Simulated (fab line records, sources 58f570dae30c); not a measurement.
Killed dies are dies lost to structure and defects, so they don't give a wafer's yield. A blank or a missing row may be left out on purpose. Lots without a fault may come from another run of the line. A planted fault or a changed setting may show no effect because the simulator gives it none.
Which tool did it? | flow berkeley_cmos170 | 14 lots, 42 wafers sampled, at 6 steps of a route of 331

WHAT THE GAUGES READ, wafer by wafer
UCB170_FIELD_THK_MEAS_02. Usual: FIELD_OXIDE_THK 560 nm, standard deviation 10.
lot  | measured     | on            | FIELD_OXIDE_THK (nm) | flag
L845 | day 5 13:09  | film_metro-02 | 563 563 561          |
L842 | day 5 13:10  | film_metro-01 | 554 551 539          |
L844 | day 5 13:10  | film_metro-03 | 566 559 565          |
L846 | day 6 09:53  | film_metro-02 | 553 556 556          |
L847 | day 6 09:53  | film_metro-03 | 542 544 546          |
L848 | day 6 18:46  | film_metro-03 | 571 568 569          |
L850 | day 7 01:31  | film_metro-03 | 539 539 542          |
L851 | day 7 10:59  | film_metro-01 | 561 567 565          |
L852 | day 7 11:00  | film_metro-02 | 563 562 561          |
L856 | day 8 21:26  | film_metro-02 | 557 557 553          |
L860 | day 9 17:52  | film_metro-02 | 553 545 549          |
L862 | day 10 00:43 | film_metro-01 | 569 569 572          |
L861 | day 10 00:46 | film_metro-02 | 575 567 575          |
L864 | day 10 08:55 | film_metro-02 | 565 561 570          |

UCB170_SACOX_THK_MEAS_02. Usual: SACOX_OXIDE_THK 14.37 nm, standard deviation 0.25.
lot  | measured     | on            | SACOX_OXIDE_THK (nm) | flag
L845 | day 6 11:07  | film_metro-04 | 14.63 14.39 14.39    |
L842 | day 6 11:07  | film_metro-03 | 14.43 14.46 14.45    |
L844 | day 6 11:11  | film_metro-04 | 14.33 14.50 14.29    |
L846 | day 7 01:04  | film_metro-02 | 14.69 14.60 14.41    |
L847 | day 7 01:04  | film_metro-04 | 14.52 14.36 14.36    |
L848 | day 7 11:12  | film_metro-02 | 14.04 14.17 14.06    |
L850 | day 7 19:14  | film_metro-02 | 14.22 14.69 14.58    |
L851 | day 8 05:31  | film_metro-02 | 14.14 14.40 14.20    |
L852 | day 8 05:32  | film_metro-03 | 13.89 14.34 13.71    |
L856 | day 9 13:31  | film_metro-04 | 14.34 14.42 14.27    |
L860 | day 10 10:32 | film_metro-02 | 14.60 14.76 14.74    |
L862 | day 10 16:11 | film_metro-04 | 14.53 14.59 14.26    |
L861 | day 10 16:14 | film_metro-04 | 14.72 14.87 14.76    |
L864 | day 11 01:25 | film_metro-02 | 14.21 13.89 14.07    |

UCB170_GATE_OVL_MEAS_13. Usual: GATE_OVL 3 nm, standard deviation 4.4.
lot  | measured     | on         | GATE_OVL (nm) | flag
L845 | day 7 18:12  | overlay-01 | 7 5 5         |
L842 | day 7 18:27  | overlay-02 | 5 3 4         |
L844 | day 7 18:46  | overlay-01 | 9 2 2         |
L846 | day 8 13:54  | overlay-02 | 3 -3 6        |
L847 | day 8 13:53  | overlay-01 | 1 -1 -3       |
L848 | day 9 00:14  | overlay-01 | 2 5 6         |
L850 | day 9 07:17  | overlay-01 | 7 3 7         |
L851 | day 9 18:10  | overlay-01 | -5 3 5        |
L852 | day 9 18:27  | overlay-02 | 3 0 1         |
L856 | day 10 23:58 | overlay-01 | 6 8 0         |
L860 | day 11 16:21 | overlay-02 | 9 10 7        |
L862 | day 12 04:06 | overlay-02 | 0 1 -2        |
L861 | day 12 04:19 | overlay-02 | 14 0 2        |
L864 | day 12 13:10 | overlay-01 | 7 12 4        |

UCB170_NLDD_TW_MEAS_11. Usual: NLDD_TW 2222, standard deviation 27.
lot  | measured     | on            | NLDD_TW        | flag
L845 | day 8 00:20  | film_metro-04 | 2249 2245 2247 |
L842 | day 8 00:13  | film_metro-03 | 2212 2214 2212 |
L844 | day 8 00:02  | film_metro-01 | 2188 2190 2180 |
L846 | day 8 18:09  | film_metro-01 | 2182 2193 2178 |
L847 | day 8 18:20  | film_metro-03 | 2211 2223 2210 |
L848 | day 9 04:17  | film_metro-01 | 2197 2204 2201 |
L850 | day 9 12:22  | film_metro-04 | 2229 2234 2239 |
L851 | day 9 21:58  | film_metro-03 | 2224 2216 2218 |
L852 | day 9 22:16  | film_metro-04 | 2236 2242 2236 |
L856 | day 11 04:01 | film_metro-04 | 2392 2384 2394 | OFF
L860 | day 11 20:19 | film_metro-04 | 2385 2383 2381 | OFF
L862 | day 12 08:48 | film_metro-01 | 2192 2188 2204 |
L861 | day 12 08:51 | film_metro-04 | 2258 2251 2253 |
L864 | day 12 18:16 | film_metro-04 | 2233 2239 2244 |

UCB170_SDANNEAL_RS_MEAS_05: measures by four-point-probe. Usual: NLDD_RS 617.0 ohm/sq, standard deviation 1.3.
lot  | measured     | on            | NLDD_RS (ohm/sq)  | flag
L845 | day 8 15:05  | film_metro-04 | 614.2 615.5 615.9 |
L842 | day 8 14:35  | film_metro-01 | 617.9 618.9 617.1 |
L844 | day 8 14:17  | film_metro-04 | 615.4 615.2 616.0 |
L846 | day 9 11:47  | film_metro-04 | 615.0 616.5 615.5 |
L847 | day 9 12:17  | film_metro-03 | 618.3 617.3 617.6 |
L848 | day 9 15:22  | film_metro-03 | 617.5 619.1 617.6 |
L850 | day 9 23:03  | film_metro-01 | 619.0 618.8 618.8 |
L851 | day 10 11:23 | film_metro-01 | 618.2 617.9 619.3 |
L852 | day 10 11:04 | film_metro-04 | 619.5 618.7 617.7 |
L856 | day 11 17:38 | film_metro-04 | 536.4 537.9 537.1 | OFF
L860 | day 12 07:57 | film_metro-04 | 536.1 536.8 537.4 | OFF
L862 | day 12 21:05 | film_metro-03 | 616.6 616.1 616.2 |
L861 | day 12 21:28 | film_metro-01 | 614.7 616.0 615.9 |
L864 | day 13 06:53 | film_metro-04 | 618.0 617.5 616.5 |

WHICH TOOL RAN EACH LOT (tool, then ch and the chambers of the sampled wafers, then the start)
lot  | UCB170_NLDD_IMPLANT_08
L845 | implanter-04 ch 0, day 7 23:56
L842 | implanter-03 ch 0, day 7 23:50
L844 | implanter-02 ch 0, day 7 23:40
L846 | implanter-03 ch 0, day 8 17:45
L847 | implanter-02 ch 0, day 8 17:56
L848 | implanter-04 ch 0, day 9 03:53
L850 | implanter-03 ch 0, day 9 11:58
L851 | implanter-04 ch 0, day 9 21:34
L852 | implanter-03 ch 0, day 9 21:53
L856 | implanter-04 ch 0, day 11 03:37
L860 | implanter-04 ch 0, day 11 19:55
L862 | implanter-02 ch 0, day 12 08:25
L861 | implanter-03 ch 0, day 12 08:28
L864 | implanter-02 ch 0, day 12 17:55
- UCB170_NLDD_IMPLANT_08

WHAT THE TOOLS THEMSELVES READ (means of the sampled wafers that have a number; where no wafer has one, the mark that the record gives instead)
UCB170_NLDD_IMPLANT_08. Usual: dose_ions_cm2 5e+13, standard deviation 5.3e+10; faraday_current_uA 158, standard deviation 3.1.
lot  | tool         | dose_ions_cm2 | faraday_current_uA | flag
L845 | implanter-04 | 5e+13         | 156                |
L842 | implanter-03 | 5e+13         | 157                |
L844 | implanter-02 | 5e+13         | 160                |
L846 | implanter-03 | 5e+13         | 158                |
L847 | implanter-02 | 5e+13         | 162                |
L848 | implanter-04 | 5e+13         | 161                |
L850 | implanter-03 | 5e+13         | 159                |
L851 | implanter-04 | 5e+13         | 160                |
L852 | implanter-03 | 5e+13         | 156                |
L856 | implanter-04 | 7e+13         | 230                | OFF
L860 | implanter-04 | 7e+13         | 227                | OFF
L862 | implanter-02 | 5e+13         | 158                |
L861 | implanter-03 | 5e+13         | 159                |
L864 | implanter-02 | 5e+13         | 160                |

THE ANSWER, worked out from the rows above alone
Rule: a lot is off if the mean of its wafers that have a number lies more than 3 standard deviations from the usual mean. A lot without any number at a reading at which 4 lots or more have one is off too. The other lots that the step has rows for count as sound. The gauges are gone through in route order, then the tools' own readings, and for those a lot's mean is taken as printed above. The first step at which some lot is off is used, and at that step the reading that is off furthest; a lot without a number counts as furthest.
Off: L856, L860, at UCB170_NLDD_TW_MEAS_11 (NLDD_TW).
A tool fits if, at a process step before that reading, it ran every lot that is off, and no sound lot after the first of them. The gauges at UCB170_NLDD_TW_MEAS_11 aren't tried: what is off there is off at UCB170_NLDD_IMPLANT_08 too, on other tools, and a gauge's error can't cause that. One fits: implanter-04 at UCB170_NLDD_IMPLANT_08. Its last sound lot is L851 (day 9 21:34), its first lot that is off L856 (day 11 03:37): a fault that began between those two fits.
The tool's own readings at UCB170_NLDD_IMPLANT_08 bear it out: on the lots that are off they differ by more than 5 times the standard deviation of the sound lots' means. dose_ions_cm2 reads 7e+13 there against 5e+13 on the sound lots; faraday_current_uA reads 228 there against 159 on the sound lots.

WHAT THE SIMULATOR HAD PUT IN
Process parameter drift: implanter-04, from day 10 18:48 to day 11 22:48, at UCB170_NLDD_IMPLANT_08. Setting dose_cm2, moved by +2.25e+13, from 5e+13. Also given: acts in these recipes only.
Lots struck among those shown: L856, L860. The rule above found the same.
